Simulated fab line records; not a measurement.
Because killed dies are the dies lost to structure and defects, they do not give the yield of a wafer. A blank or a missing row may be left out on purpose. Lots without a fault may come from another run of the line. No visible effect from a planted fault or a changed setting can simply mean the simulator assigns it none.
Which of the tools did it? | flow berkeley cmos170 | 21 wafers sampled from 7 lots at 1 step of a route of 331

## WHAT THE GAUGES SHOWED, per wafer
UCB170_NVT_OVL_MEAS_06.
lot  | measured     | on         | NVT_OVL (nm)
L779 | day 7 00:13  | overlay-02 | -1 2 8
L777 | day 7 01:02  | overlay-02 | 10 12 9
L781 | day 7 08:12  | overlay-01 | -1 1 -1
L786 | day 8 07:35  | overlay-02 | 11 2 12
L789 | day 8 22:45  | overlay-01 | 3 -1 -1
L796 | day 10 06:37 | overlay-02 | 8 12 12
L797 | day 10 18:56 | overlay-02 | 5 -2 4

## WHAT TOOL EACH LOT RAN ON (gives the tool, then ch and the chambers of the sampled wafers, and finally the start)
The record holds no process step before these readings.

## THE ANSWER, worked out from the rows above alone
Rule: the lots themselves supply what counts as usual. The widest of any qualifying gaps counts: lots, ordered by their means at a reading, are off when they make up no more than a third of the lots, leave a main group of 4 or more, and stand apart from it by 3 or more times the standard deviation of that group's means. Not used: any main group whose means are identical at the precision the tables above print for the reading. Also off: a lot with no number at a reading for which 4 or more lots have one. Any other lot the step has rows for is counted as sound.
Across all readings shown, no lot is off: no conclusion can be drawn from this.

## WHAT THE SIMULATOR PUT IN
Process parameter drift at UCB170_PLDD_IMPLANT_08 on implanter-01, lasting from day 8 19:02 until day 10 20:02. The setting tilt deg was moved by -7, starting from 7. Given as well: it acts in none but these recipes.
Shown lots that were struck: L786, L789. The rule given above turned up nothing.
